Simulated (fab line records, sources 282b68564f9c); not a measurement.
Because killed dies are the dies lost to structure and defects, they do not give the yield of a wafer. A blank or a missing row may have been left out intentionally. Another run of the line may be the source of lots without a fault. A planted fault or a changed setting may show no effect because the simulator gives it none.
What tool caused it? :: flow rit_cmos :: Sampling: 15 lots, 45 wafers, 4 of 202 route steps

== WHAT THE GAUGES SHOWED, per wafer ==
RIT_NLDD_OVL_MEAS_06.
lot: L827
measured: day 2 17:59
on: overlay-01
NLDD_OVL (nm): 0.3 1.3 -0.9

lot: L828
measured: day 2 21:34
on: overlay-02
NLDD_OVL (nm): -1.6 -0.1 -3.3

lot: L829
measured: day 3 04:39
on: overlay-02
NLDD_OVL (nm): 1.2 0.0 0.4

lot: L830
measured: day 3 07:47
on: overlay-01
NLDD_OVL (nm): -0.3 -0.8 -0.3

lot: L832
measured: day 3 18:15
on: overlay-02
NLDD_OVL (nm): -1.2 -1.8 -1.1

lot: L833
measured: day 4 01:39
on: overlay-02
NLDD_OVL (nm): 0.1 0.8 0.5

lot: L837
measured: day 4 21:17
on: overlay-01
NLDD_OVL (nm): 1.0 -0.4 0.6

lot: L840
measured: day 5 23:28
on: overlay-02
NLDD_OVL (nm): - - -

lot: L841
measured: day 5 23:43
on: overlay-02
NLDD_OVL (nm): - - -

lot: L842
measured: day 6 05:00
on: overlay-02
NLDD_OVL (nm): - - -

lot: L845
measured: day 6 19:31
on: overlay-01
NLDD_OVL (nm): -1.4 0.2 0.7

lot: L846
measured: day 7 00:37
on: overlay-01
NLDD_OVL (nm): 1.1 -1.7 0.8

lot: L847
measured: day 7 03:00
on: overlay-01
NLDD_OVL (nm): 0.9 0.7 1.0

lot: L849
measured: day 7 11:59
on: overlay-01
NLDD_OVL (nm): 1.7 1.7 0.9

lot: L850
measured: day 7 13:54
on: overlay-02
NLDD_OVL (nm): 2.3 4.1 1.7

RIT_PLDD_TW_MEAS_10.
lot: L827
measured: day 2 20:08
on: film_metro-01
PLDD_TW: 2341 2338 2338

lot: L828
measured: day 2 23:30
on: film_metro-03
PLDD_TW: 2312 2322 2314

lot: L829
measured: day 3 06:43
on: film_metro-03
PLDD_TW: 2314 2330 2310

lot: L830
measured: day 3 09:50
on: film_metro-03
PLDD_TW: 2323 2331 2319

lot: L832
measured: day 3 20:11
on: film_metro-01
PLDD_TW: 2350 2343 2357

lot: L833
measured: day 4 03:52
on: film_metro-01
PLDD_TW: 2320 2332 2322

lot: L837
measured: day 4 23:26
on: film_metro-03
PLDD_TW: 2327 2328 2339

lot: L840
measured: day 6 01:32
on: film_metro-03
PLDD_TW: 2847 2845 2851

lot: L841
measured: day 6 01:46
on: film_metro-03
PLDD_TW: 2865 2862 2861

lot: L842
measured: day 6 07:20
on: film_metro-02
PLDD_TW: 2907 2889 2898

lot: L845
measured: day 6 21:34
on: film_metro-01
PLDD_TW: 2336 2325 2331

lot: L846
measured: day 7 02:58
on: film_metro-03
PLDD_TW: 2330 2338 2340

lot: L847
measured: day 7 05:04
on: film_metro-02
PLDD_TW: 2343 2342 2352

lot: L849
measured: day 7 14:00
on: film_metro-03
PLDD_TW: 2322 2332 2338

lot: L850
measured: day 7 15:56
on: film_metro-01
PLDD_TW: 2307 2309 2314

RIT_NSD_TW_MEAS_10.
lot: L827
measured: day 3 00:11
on: film_metro-03
NSD_TW: 3078 3095 3084

lot: L828
measured: day 3 03:32
on: film_metro-02
NSD_TW: 3148 3152 3143

lot: L829
measured: day 3 10:37
on: film_metro-03
NSD_TW: 3078 3108 3098

lot: L830
measured: day 3 13:56
on: film_metro-01
NSD_TW: 3115 3121 3109

lot: L832
measured: day 4 00:07
on: film_metro-03
NSD_TW: 3101 3085 3088

lot: L833
measured: day 4 07:49
on: film_metro-03
NSD_TW: 3074 3093 3086

lot: L837
measured: day 5 03:31
on: film_metro-01
NSD_TW: 3104 3095 3089

lot: L840
measured: day 6 05:35
on: film_metro-03
NSD_TW: 3321 3296 3286

lot: L841
measured: day 6 05:42
on: film_metro-03
NSD_TW: 3297 3290 3307

lot: L842
measured: day 6 11:25
on: film_metro-02
NSD_TW: 3368 3354 3355

lot: L845
measured: day 7 01:45
on: film_metro-03
NSD_TW: 3101 3090 3083

lot: L846
measured: day 7 07:01
on: film_metro-03
NSD_TW: 3094 3091 3112

lot: L847
measured: day 7 09:17
on: film_metro-01
NSD_TW: 3074 3077 3078

lot: L849
measured: day 7 18:13
on: film_metro-02
NSD_TW: 3124 3129 3127

lot: L850
measured: day 7 20:00
on: film_metro-02
NSD_TW: 3140 3122 3135

== TOOL THAT RAN EACH LOT (tool first, then ch and the chambers of the sampled wafers, then the start) ==
lot: L827
RIT_NLDD_COAT_01: litho_track-02 ch 0, day 2 17:13

lot: L828
RIT_NLDD_COAT_01: litho_track-02 ch 0, day 2 20:46

lot: L829
RIT_NLDD_COAT_01: litho_track-04 ch 0, day 3 03:50

lot: L830
RIT_NLDD_COAT_01: litho_track-02 ch 0, day 3 07:05

lot: L832
RIT_NLDD_COAT_01: litho_track-03 ch 0, day 3 17:33

lot: L833
RIT_NLDD_COAT_01: litho_track-03 ch 0, day 4 00:50

lot: L837
RIT_NLDD_COAT_01: litho_track-02 ch 0, day 4 20:39

lot: L840
RIT_NLDD_COAT_01: litho_track-02, day 5 22:47

lot: L841
RIT_NLDD_COAT_01: litho_track-04, day 5 22:50

lot: L842
RIT_NLDD_COAT_01: litho_track-02, day 6 04:18

lot: L845
RIT_NLDD_COAT_01: litho_track-03 ch 0, day 6 18:41

lot: L846
RIT_NLDD_COAT_01: litho_track-03 ch 0, day 6 23:58

lot: L847
RIT_NLDD_COAT_01: litho_track-02 ch 0, day 7 02:11

lot: L849
RIT_NLDD_COAT_01: litho_track-04 ch 0, day 7 11:13

lot: L850
RIT_NLDD_COAT_01: litho_track-03 ch 0, day 7 12:58
- RIT_NLDD_COAT_01: resist thk 1000 nm.

== WHAT THE TOOLS THEMSELVES READ (means of the sampled wafers that have a number; where no wafer has one, the mark that the record gives instead) ==
RIT_NLDD_COAT_01.
lot: L827
tool: litho_track-02
chill_plate_temp_C (C): 23.17
dispense_pressure_kPa (kPa): 55

lot: L828
tool: litho_track-02
chill_plate_temp_C (C): 23.00
dispense_pressure_kPa (kPa): 55

lot: L829
tool: litho_track-04
chill_plate_temp_C (C): 22.94
dispense_pressure_kPa (kPa): 56

lot: L830
tool: litho_track-02
chill_plate_temp_C (C): 23.00
dispense_pressure_kPa (kPa): 55

lot: L832
tool: litho_track-03
chill_plate_temp_C (C): 23.18
dispense_pressure_kPa (kPa): 43

lot: L833
tool: litho_track-03
chill_plate_temp_C (C): 23.06
dispense_pressure_kPa (kPa): 43

lot: L837
tool: litho_track-02
chill_plate_temp_C (C): 23.04
dispense_pressure_kPa (kPa): 55

lot: L840
tool: litho_track-02
chill_plate_temp_C (C): -
dispense_pressure_kPa (kPa): -

lot: L841
tool: litho_track-04
chill_plate_temp_C (C): -
dispense_pressure_kPa (kPa): -

lot: L842
tool: litho_track-02
chill_plate_temp_C (C): -
dispense_pressure_kPa (kPa): -

lot: L845
tool: litho_track-03
chill_plate_temp_C (C): 23.09
dispense_pressure_kPa (kPa): 43

lot: L846
tool: litho_track-03
chill_plate_temp_C (C): 22.97
dispense_pressure_kPa (kPa): 43

lot: L847
tool: litho_track-02
chill_plate_temp_C (C): 23.02
dispense_pressure_kPa (kPa): 55

lot: L849
tool: litho_track-04
chill_plate_temp_C (C): 23.06
dispense_pressure_kPa (kPa): 56

lot: L850
tool: litho_track-03
chill_plate_temp_C (C): 23.00
dispense_pressure_kPa (kPa): 43

== THE ANSWER, worked out from the rows above alone ==
Rule: usual is defined by the lots themselves. Put in order of their means at a reading, lots are off if they are a third of the lots or fewer, leave a main group of 4 or more, and stand apart from it by a gap of 3 or more times the standard deviation of the main group's means; of several such gaps the widest counts. A main group whose means are all the same, to the digits that the tables above print for the reading, isn't used. Also off: a lot with no number at a reading for which 4 or more lots have one. The other lots that the step has rows for count as sound. First the gauges in route order, then the tools' own readings, where a lot's mean is used as printed above. The first step at which some lot is off is used, and at that step the reading that is off furthest; a lot without a number counts as furthest.
Off: L840, L841, L842, seen at RIT_NLDD_OVL_MEAS_06 (NLDD_OVL). Without a number there: L840, L841, L842. The main group has a mean of 0.3 nm with a standard deviation of 1.1.
If a tool, at a process step before that reading, ran all the lots that are off and no sound lot after the first of them, it fits. The gauges at RIT_NLDD_OVL_MEAS_06 aren't tried: what is off there is off at RIT_PLDD_TW_MEAS_10 too, on other tools, and a gauge's error can't cause that. Not one of the candidates tried fits.

== WHAT THE SIMULATOR HAD INSERTED ==
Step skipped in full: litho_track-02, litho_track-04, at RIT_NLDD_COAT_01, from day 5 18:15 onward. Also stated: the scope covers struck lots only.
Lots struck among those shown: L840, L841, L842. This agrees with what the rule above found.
